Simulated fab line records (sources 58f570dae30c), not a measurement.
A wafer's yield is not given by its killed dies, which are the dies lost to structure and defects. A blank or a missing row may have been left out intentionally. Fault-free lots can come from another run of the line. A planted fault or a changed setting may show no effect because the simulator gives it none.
What tool caused it? :: flow berkeleyCmos170 :: 15 lots, 45 wafers sampled, at 5 steps of a route of 331

## WHAT THE GAUGES SHOWED, per wafer
UCB170_NVT_OVL_MEAS_06. Usual: NVT_OVL gives 0 nm (standard deviation 5).
lot: L531
measured: day 5 10:52
on: overlay-01
NVT_OVL (nm): -2 -4 -7
flag: 

lot: L532
measured: day 5 20:17
on: overlay-01
NVT_OVL (nm): 3 7 5
flag: 

lot: L534
measured: day 6 08:58
on: overlay-02
NVT_OVL (nm): -7 -3 0
flag: 

lot: L535
measured: day 6 09:01
on: overlay-01
NVT_OVL (nm): 0 1 -3
flag: 

lot: L533
measured: day 6 09:14
on: overlay-02
NVT_OVL (nm): 8 -2 3
flag: 

lot: L542
measured: day 7 21:08
on: overlay-01
NVT_OVL (nm): 3 3 3
flag: 

lot: L544
measured: day 8 08:05
on: overlay-01
NVT_OVL (nm): 1 -2 -1
flag: 

lot: L545
measured: day 8 08:11
on: overlay-02
NVT_OVL (nm): 0 1 1
flag: 

lot: L543
measured: day 8 08:28
on: overlay-01
NVT_OVL (nm): -7 -9 1
flag: 

lot: L548
measured: day 9 06:41
on: overlay-01
NVT_OVL (nm): 0 -7 -11
flag: 

lot: L547
measured: day 9 06:57
on: overlay-01
NVT_OVL (nm): -4 -14 2
flag: 

lot: L549
measured: day 9 13:23
on: overlay-01
NVT_OVL (nm): -2 3 -6
flag: 

lot: L551
measured: day 10 02:26
on: overlay-01
NVT_OVL (nm): 2 -2 -4
flag: 

lot: L552
measured: day 10 12:11
on: overlay-01
NVT_OVL (nm): -9 -6 -9
flag: 

lot: L553
measured: day 10 19:22
on: overlay-02
NVT_OVL (nm): -2 -4 2
flag: 

UCB170_FIELD_THK_MEAS_91. Usual: FIELD_OXIDE_LEFT_2_THK gives 349 nm (standard deviation 9.8).
lot: L531
measured: day 5 13:04
on: filmMetro-04
FIELD_OXIDE_LEFT_2_THK (nm): 356 348 354
flag: 

lot: L532
measured: day 5 22:14
on: filmMetro-02
FIELD_OXIDE_LEFT_2_THK (nm): 395 389 384
flag: OFF

lot: L534
measured: day 6 10:55
on: filmMetro-02
FIELD_OXIDE_LEFT_2_THK (nm): 376 392 387
flag: OFF

lot: L535
measured: day 6 11:08
on: filmMetro-04
FIELD_OXIDE_LEFT_2_THK (nm): 398 409 401
flag: OFF

lot: L533
measured: day 6 11:28
on: filmMetro-04
FIELD_OXIDE_LEFT_2_THK (nm): 365 354 365
flag: 

lot: L542
measured: day 7 23:04
on: filmMetro-04
FIELD_OXIDE_LEFT_2_THK (nm): 345 349 341
flag: 

lot: L544
measured: day 8 10:49
on: filmMetro-02
FIELD_OXIDE_LEFT_2_THK (nm): 336 335 336
flag: 

lot: L545
measured: day 8 11:02
on: filmMetro-01
FIELD_OXIDE_LEFT_2_THK (nm): 335 340 335
flag: 

lot: L543
measured: day 8 11:26
on: filmMetro-04
FIELD_OXIDE_LEFT_2_THK (nm): 358 353 340
flag: 

lot: L548
measured: day 9 08:39
on: filmMetro-04
FIELD_OXIDE_LEFT_2_THK (nm): 348 356 363
flag: 

lot: L547
measured: day 9 08:55
on: filmMetro-04
FIELD_OXIDE_LEFT_2_THK (nm): 335 351 339
flag: 

lot: L549
measured: day 9 17:04
on: filmMetro-02
FIELD_OXIDE_LEFT_2_THK (nm): 360 361 368
flag: 

lot: L551
measured: day 10 04:21
on: filmMetro-04
FIELD_OXIDE_LEFT_2_THK (nm): 339 333 338
flag: 

lot: L552
measured: day 10 14:06
on: filmMetro-01
FIELD_OXIDE_LEFT_2_THK (nm): 362 371 357
flag: 

lot: L553
measured: day 10 22:14
on: filmMetro-02
FIELD_OXIDE_LEFT_2_THK (nm): 338 347 338
flag: 

## EACH LOT AND THE TOOL THAT RAN IT (in order: tool; ch and the chambers of the sampled wafers; start)
lot: L531
UCB170_NVT_STRIP_08: plasmaAsher-01 ch 0,1, day 5 11:04
UCB170_PVT_STRIP_08: plasmaAsher-01 ch 0,1, day 5 12:51
UCB170_GATE_WET_ETCH_00: wetBench-04 ch 0, day 5 13:01

lot: L532
UCB170_NVT_STRIP_08: plasmaAsher-01 ch 0,1, day 5 20:28
UCB170_PVT_STRIP_08: plasmaAsher-01 ch 0, day 5 21:59
UCB170_GATE_WET_ETCH_00: wetBench-04 ch 2, day 5 22:10

lot: L534
UCB170_NVT_STRIP_08: plasmaAsher-02 ch 0,1, day 6 09:11
UCB170_PVT_STRIP_08: plasmaAsher-01 ch 0,1, day 6 10:42
UCB170_GATE_WET_ETCH_00: wetBench-03 ch 2, day 6 10:49

lot: L535
UCB170_NVT_STRIP_08: plasmaAsher-03 ch 0,1, day 6 09:12
UCB170_PVT_STRIP_08: plasmaAsher-02 ch 0,1, day 6 10:54
UCB170_GATE_WET_ETCH_00: wetBench-03 ch 0, day 6 11:04

lot: L533
UCB170_NVT_STRIP_08: plasmaAsher-01 ch 0,1, day 6 09:25
UCB170_PVT_STRIP_08: plasmaAsher-01 ch 0,1, day 6 11:08
UCB170_GATE_WET_ETCH_00: wetBench-03 ch 1, day 6 11:24

lot: L542
UCB170_NVT_STRIP_08: plasmaAsher-01 ch 0, day 7 21:19
UCB170_PVT_STRIP_08: plasmaAsher-02 ch 0,1, day 7 22:50
UCB170_GATE_WET_ETCH_00: wetBench-02 ch 3, day 7 22:59

lot: L544
UCB170_NVT_STRIP_08: plasmaAsher-02 ch 0,1, day 8 08:16
UCB170_PVT_STRIP_08: plasmaAsher-04 ch 0,1, day 8 10:35
UCB170_GATE_WET_ETCH_00: wetBench-04 ch 0, day 8 10:45

lot: L545
UCB170_NVT_STRIP_08: plasmaAsher-01 ch 0,1, day 8 08:22
UCB170_PVT_STRIP_08: plasmaAsher-02 ch 0,1, day 8 10:49
UCB170_GATE_WET_ETCH_00: wetBench-04 ch 3, day 8 10:59

lot: L543
UCB170_NVT_STRIP_08: plasmaAsher-03 ch 0,1, day 8 08:39
UCB170_PVT_STRIP_08: plasmaAsher-04 ch 0,1, day 8 11:11
UCB170_GATE_WET_ETCH_00: wetBench-04 ch 2, day 8 11:21

lot: L548
UCB170_NVT_STRIP_08: plasmaAsher-02 ch 0,1, day 9 06:53
UCB170_PVT_STRIP_08: plasmaAsher-01 ch 0,1, day 9 08:26
UCB170_GATE_WET_ETCH_00: wetBench-04 ch 2, day 9 08:34

lot: L547
UCB170_NVT_STRIP_08: plasmaAsher-03 ch 0,1, day 9 07:08
UCB170_PVT_STRIP_08: plasmaAsher-04 ch 0,1, day 9 08:41
UCB170_GATE_WET_ETCH_00: wetBench-02 ch 0, day 9 08:50

lot: L549
UCB170_NVT_STRIP_08: plasmaAsher-01 ch 1, day 9 13:34
UCB170_PVT_STRIP_08: plasmaAsher-02 ch 0,1, day 9 16:36
UCB170_GATE_WET_ETCH_00: wetBench-03 ch 0, day 9 16:55

lot: L551
UCB170_NVT_STRIP_08: plasmaAsher-03 ch 0,1, day 10 02:38
UCB170_PVT_STRIP_08: plasmaAsher-02 ch 0,1, day 10 04:08
UCB170_GATE_WET_ETCH_00: wetBench-02 ch 1, day 10 04:17

lot: L552
UCB170_NVT_STRIP_08: plasmaAsher-01 ch 0,1, day 10 12:22
UCB170_PVT_STRIP_08: plasmaAsher-04 ch 0,1, day 10 13:52
UCB170_GATE_WET_ETCH_00: wetBench-04 ch 1, day 10 14:02

lot: L553
UCB170_NVT_STRIP_08: plasmaAsher-03 ch 0,1, day 10 19:34
UCB170_PVT_STRIP_08: plasmaAsher-01 ch 0,1, day 10 22:02
UCB170_GATE_WET_ETCH_00: wetBench-04 ch 0, day 10 22:09
- UCB170_NVT_STRIP_08: strips in O2.
- UCB170_PVT_STRIP_08: strips in O2.
- UCB170_GATE_WET_ETCH_00: etches SiO2 in dHF, time 200 s.

## WHAT THE TOOLS THEMSELVES READ (means of the sampled wafers that have a number; where no wafer has one, the mark that the record gives instead)
UCB170_NVT_STRIP_08. Usual: drypumpMotorCurrentA 5.7 A, standard deviation 0.52; oesProductAu 0.734 a.u., standard deviation 0.0046; stripTimeToEndpointS 21.67 s, standard deviation 0.056.
lot: L531
tool: plasmaAsher-01
drypumpMotorCurrentA (A): 6.2
oesProductAu (a.u.): 0.733
stripTimeToEndpointS (s): 21.60
flag: 

lot: L532
tool: plasmaAsher-01
drypumpMotorCurrentA (A): 6.2
oesProductAu (a.u.): 0.732
stripTimeToEndpointS (s): 21.78
flag: 

lot: L534
tool: plasmaAsher-02
drypumpMotorCurrentA (A): 5.2
oesProductAu (a.u.): 0.733
stripTimeToEndpointS (s): 21.70
flag: 

lot: L535
tool: plasmaAsher-03
drypumpMotorCurrentA (A): 5.2
oesProductAu (a.u.): 0.735
stripTimeToEndpointS (s): 21.68
flag: 

lot: L533
tool: plasmaAsher-01
drypumpMotorCurrentA (A): 6.3
oesProductAu (a.u.): 0.733
stripTimeToEndpointS (s): 21.67
flag: 

lot: L542
tool: plasmaAsher-01
drypumpMotorCurrentA (A): 6.1
oesProductAu (a.u.): 0.733
stripTimeToEndpointS (s): 21.71
flag: 

lot: L544
tool: plasmaAsher-02
drypumpMotorCurrentA (A): 5.4
oesProductAu (a.u.): 0.734
stripTimeToEndpointS (s): 21.74
flag: 

lot: L545
tool: plasmaAsher-01
drypumpMotorCurrentA (A): 6.2
oesProductAu (a.u.): 0.737
stripTimeToEndpointS (s): 21.59
flag: 

lot: L543
tool: plasmaAsher-03
drypumpMotorCurrentA (A): 5.2
oesProductAu (a.u.): 0.740
stripTimeToEndpointS (s): 21.59
flag: 

lot: L548
tool: plasmaAsher-02
drypumpMotorCurrentA (A): 5.2
oesProductAu (a.u.): 0.733
stripTimeToEndpointS (s): 21.62
flag: 

lot: L547
tool: plasmaAsher-03
drypumpMotorCurrentA (A): 5.2
oesProductAu (a.u.): 0.738
stripTimeToEndpointS (s): 21.63
flag: 

lot: L549
tool: plasmaAsher-01
drypumpMotorCurrentA (A): 6.3
oesProductAu (a.u.): 0.734
stripTimeToEndpointS (s): 21.67
flag: 

lot: L551
tool: plasmaAsher-03
drypumpMotorCurrentA (A): 5.2
oesProductAu (a.u.): 0.732
stripTimeToEndpointS (s): 21.68
flag: 

lot: L552
tool: plasmaAsher-01
drypumpMotorCurrentA (A): 6.2
oesProductAu (a.u.): 0.733
stripTimeToEndpointS (s): 21.69
flag: 

lot: L553
tool: plasmaAsher-03
drypumpMotorCurrentA (A): 5.3
oesProductAu (a.u.): 0.731
stripTimeToEndpointS (s): 21.67
flag: 

UCB170_PVT_STRIP_08. Usual: drypumpMotorCurrentA 5.9 A, standard deviation 0.41; oesProductAu 0.735 a.u., standard deviation 0.004; stripTimeToEndpointS 21.65 s, standard deviation 0.051.
lot: L531
tool: plasmaAsher-01
drypumpMotorCurrentA (A): 6.2
oesProductAu (a.u.): 0.733
stripTimeToEndpointS (s): 21.66
flag: 

lot: L532
tool: plasmaAsher-01
drypumpMotorCurrentA (A): 6.1
oesProductAu (a.u.): 0.737
stripTimeToEndpointS (s): 21.68
flag: 

lot: L534
tool: plasmaAsher-01
drypumpMotorCurrentA (A): 6.3
oesProductAu (a.u.): 0.737
stripTimeToEndpointS (s): 21.67
flag: 

lot: L535
tool: plasmaAsher-02
drypumpMotorCurrentA (A): 5.2
oesProductAu (a.u.): 0.732
stripTimeToEndpointS (s): 21.64
flag: 

lot: L533
tool: plasmaAsher-01
drypumpMotorCurrentA (A): 6.2
oesProductAu (a.u.): 0.735
stripTimeToEndpointS (s): 21.60
flag: 

lot: L542
tool: plasmaAsher-02
drypumpMotorCurrentA (A): 5.4
oesProductAu (a.u.): 0.732
stripTimeToEndpointS (s): 21.68
flag: 

lot: L544
tool: plasmaAsher-04
drypumpMotorCurrentA (A): 6.0
oesProductAu (a.u.): 0.735
stripTimeToEndpointS (s): 21.61
flag: 

lot: L545
tool: plasmaAsher-02
drypumpMotorCurrentA (A): 5.2
oesProductAu (a.u.): 0.738
stripTimeToEndpointS (s): 21.63
flag: 

lot: L543
tool: plasmaAsher-04
drypumpMotorCurrentA (A): 5.8
oesProductAu (a.u.): 0.735
stripTimeToEndpointS (s): 21.65
flag: 

lot: L548
tool: plasmaAsher-01
drypumpMotorCurrentA (A): 6.2
oesProductAu (a.u.): 0.737
stripTimeToEndpointS (s): 21.71
flag: 

lot: L547
tool: plasmaAsher-04
drypumpMotorCurrentA (A): 5.8
oesProductAu (a.u.): 0.733
stripTimeToEndpointS (s): 21.61
flag: 

lot: L549
tool: plasmaAsher-02
drypumpMotorCurrentA (A): 5.2
oesProductAu (a.u.): 0.737
stripTimeToEndpointS (s): 21.65
flag: 

lot: L551
tool: plasmaAsher-02
drypumpMotorCurrentA (A): 5.2
oesProductAu (a.u.): 0.736
stripTimeToEndpointS (s): 21.70
flag: 

lot: L552
tool: plasmaAsher-04
drypumpMotorCurrentA (A): 6.0
oesProductAu (a.u.): 0.730
stripTimeToEndpointS (s): 21.68
flag: 

lot: L553
tool: plasmaAsher-01
drypumpMotorCurrentA (A): 6.2
oesProductAu (a.u.): 0.734
stripTimeToEndpointS (s): 21.66
flag: 

UCB170_GATE_WET_ETCH_00. Usual: bathHeatDutyPct 6.0 %, standard deviation 0.97; runLengthS 228 s, standard deviation 3.9.
lot: L531
tool: wetBench-04
bathHeatDutyPct (%): 7.3
runLengthS (s): 226
flag: 

lot: L532
tool: wetBench-04
bathHeatDutyPct (%): -
runLengthS (s): -
flag: OFF

lot: L534
tool: wetBench-03
bathHeatDutyPct (%): -
runLengthS (s): -
flag: OFF

lot: L535
tool: wetBench-03
bathHeatDutyPct (%): -
runLengthS (s): -
flag: OFF

lot: L533
tool: wetBench-03
bathHeatDutyPct (%): 6.3
runLengthS (s): 224
flag: 

lot: L542
tool: wetBench-02
bathHeatDutyPct (%): 5.1
runLengthS (s): 225
flag: 

lot: L544
tool: wetBench-04
bathHeatDutyPct (%): 7.7
runLengthS (s): 226
flag: 

lot: L545
tool: wetBench-04
bathHeatDutyPct (%): 6.4
runLengthS (s): 225
flag: 

lot: L543
tool: wetBench-04
bathHeatDutyPct (%): 5.5
runLengthS (s): 225
flag: 

lot: L548
tool: wetBench-04
bathHeatDutyPct (%): 6.0
runLengthS (s): 233
flag: 

lot: L547
tool: wetBench-02
bathHeatDutyPct (%): 6.3
runLengthS (s): 225
flag: 

lot: L549
tool: wetBench-03
bathHeatDutyPct (%): 5.0
runLengthS (s): 235
flag: 

lot: L551
tool: wetBench-02
bathHeatDutyPct (%): 5.4
runLengthS (s): 227
flag: 

lot: L552
tool: wetBench-04
bathHeatDutyPct (%): 5.1
runLengthS (s): 226
flag: 

lot: L553
tool: wetBench-04
bathHeatDutyPct (%): 7.5
runLengthS (s): 228
flag: 

## THE ANSWER, worked out from the rows above alone
Rule: a lot counts as off when the mean over its wafers that have a number is more than 3 standard deviations away from the usual mean. Also off: a lot with no number at a reading for which 4 or more lots have one. Any other lot the step has rows for is counted as sound. First the gauges in route order, then the tools' own readings, where a lot's mean is used as printed above. At the first step where some lot is off, the reading lying furthest off is the one used; lots without a number count as furthest.
Off: L532, L534, L535, seen at UCB170_FIELD_THK_MEAS_91 (FIELD_OXIDE_LEFT_2_THK).
If a tool, at a process step before that reading, ran all the lots that are off and no sound lot after the first of them, it fits. The gauges at UCB170_FIELD_THK_MEAS_91 aren't tried: what is off there is off at UCB170_GATE_WET_ETCH_00 too, on other tools, and a gauge's error can't cause that. No candidate that was tried fits.

## WHAT THE SIMULATOR PUT IN
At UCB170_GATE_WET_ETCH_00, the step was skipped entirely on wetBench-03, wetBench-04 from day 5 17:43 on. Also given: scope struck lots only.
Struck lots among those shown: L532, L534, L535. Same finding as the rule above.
